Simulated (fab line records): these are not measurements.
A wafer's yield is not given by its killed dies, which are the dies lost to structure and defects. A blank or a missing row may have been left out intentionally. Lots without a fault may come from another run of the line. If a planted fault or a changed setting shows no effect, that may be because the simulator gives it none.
Tool commonality check | flow ritCmos | 16 lots, 60 wafers sampled

## WHAT PROMPTED THE OPENING
4 of 16 lots carry a flag on the reading NLDD_OVL at RIT_NLDD_OVL_MEAS_06. Wafers without a fault read -0.8 nm, standard deviation 1.2.
Rule: a lot is flagged in two cases, either no wafer of it has a number, or all its wafers with numbers fall more than 4 standard deviations from that mean. As for the other lots, they are considered sound.

lot  | measured    | on         | NLDD_OVL (nm), wafer by wafer             | flag
L431 | day 3 02:36 | overlay-02 | -0.2 -0.8 -1.9                            | 
L433 | day 3 13:12 | overlay-02 | 0.2 -2.2 -0.6                             | 
L434 | day 3 19:19 | overlay-02 | -0.6 -2.2 0.2                             | 
L435 | day 3 23:01 | overlay-02 | 0.2 1.4 -0.6                              | 
L436 | day 4 06:04 | overlay-02 | -1.8 -1.1 -0.5                            | 
L439 | day 4 20:16 | overlay-01 | 2.7 -0.2 0.2                              | 
L441 | day 5 03:48 | overlay-02 | -1.8 -1.7 -1.0                            | 
L442 | day 5 07:37 | overlay-02 | -0.2 -0.3 -2.0                            | 
L443 | day 5 12:01 | overlay-01 | -1.4 -0.2 -2.0                            | 
L444 | day 5 20:14 | overlay-02 | -150.2 -151.3 -149.0 -151.7 -152.8 -150.6 | FLAGGED
L445 | day 5 23:25 | overlay-01 | -2.1 -2.6 -1.4                            | 
L446 | day 6 05:47 | overlay-01 | -150.1 -150.1 -151.1 -151.6 -151.5 -152.5 | FLAGGED
L447 | day 6 08:14 | overlay-02 | -149.3 -151.4 -151.8 -152.0 -153.1 -154.2 | FLAGGED
L448 | day 6 15:46 | overlay-02 | -152.0 -150.6 -149.5 -154.0 -152.1 -151.4 | FLAGGED
L449 | day 6 20:42 | overlay-01 | -1.3 -1.0 0.0                             | 
L453 | day 7 15:05 | overlay-02 | -2.3 -3.2 -2.2                            | 
On average the flagged lots read -151.4 nm, which is -150.6 nm against the usual, or -99 or more standard deviations.

## TOOL THAT RAN EACH LOT
The record holds 1 process step before the reading, out of a route of 202 steps. Each cell gives the tool, then ch followed by the chambers the sampled wafers passed through, then the start.
lot  | flag    | RIT_NLDD_EXPOSE_03
L431 |         | ilineStepper-02 ch 0, day 3 02:12
L433 |         | ilineStepper-02 ch 0, day 3 12:48
L434 |         | ilineStepper-02 ch 0, day 3 18:55
L435 |         | ilineStepper-02 ch 0, day 3 22:37
L436 |         | ilineStepper-02 ch 0, day 4 05:40
L439 |         | ilineStepper-01 ch 0, day 4 19:53
L441 |         | ilineStepper-01 ch 0, day 5 03:24
L442 |         | ilineStepper-01 ch 0, day 5 07:04
L443 |         | ilineStepper-02 ch 0, day 5 11:37
L444 | FLAGGED | ilineStepper-01 ch 0, day 5 19:52
L445 |         | ilineStepper-02 ch 0, day 5 23:03
L446 | FLAGGED | ilineStepper-01 ch 0, day 6 05:25
L447 | FLAGGED | ilineStepper-01 ch 0, day 6 07:50
L448 | FLAGGED | ilineStepper-01 ch 0, day 6 15:22
L449 |         | ilineStepper-02 ch 0, day 6 20:18
L453 |         | ilineStepper-02 ch 0, day 7 14:37
These steps, and what they do:
- RIT_NLDD_EXPOSE_03: exposes mask M7, target cd 40700 nm.
- RIT_NLDD_OVL_MEAS_06

## FLAGGED AGAINST TOTAL, ONE TOOL AT A TIME (gauges that did the reading follow at the end)
step                 | tool            | lots run | flagged | share of the flagged lots | sound lots run after its first flagged lot
RIT_NLDD_EXPOSE_03   | ilineStepper-01 | 7        | 4       | all                       | 0
RIT_NLDD_EXPOSE_03   | ilineStepper-02 | 9        | 0       | none                      | -
RIT_NLDD_OVL_MEAS_06 | overlay-01      | 5        | 1       | some                      | 1 (L449)
RIT_NLDD_OVL_MEAS_06 | overlay-02      | 11       | 3       | some                      | 1 (L453)

## WHAT THE TABLE ALLOWS
1 row of the table ran every flagged lot: ilineStepper-01 at RIT_NLDD_EXPOSE_03.
- ilineStepper-01 at RIT_NLDD_EXPOSE_03: 4 of its 7 lots flagged. Its last sound lot is L442 (day 5 07:04), its first flagged lot L444 (day 5 19:52): a fault that began between those two fits.
Just one tool remains: ilineStepper-01 at RIT_NLDD_EXPOSE_03.

## WHAT THE SIMULATOR PUT IN
Scanner matching overlay: ilineStepper-01, from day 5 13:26 on, at RIT_NLDD_EXPOSE_03. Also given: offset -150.
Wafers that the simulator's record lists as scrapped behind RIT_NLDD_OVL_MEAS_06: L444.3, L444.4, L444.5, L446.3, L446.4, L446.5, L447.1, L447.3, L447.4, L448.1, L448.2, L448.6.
Shown lots that were struck: L444, L446, L447, L448. The rule above reached the same finding.
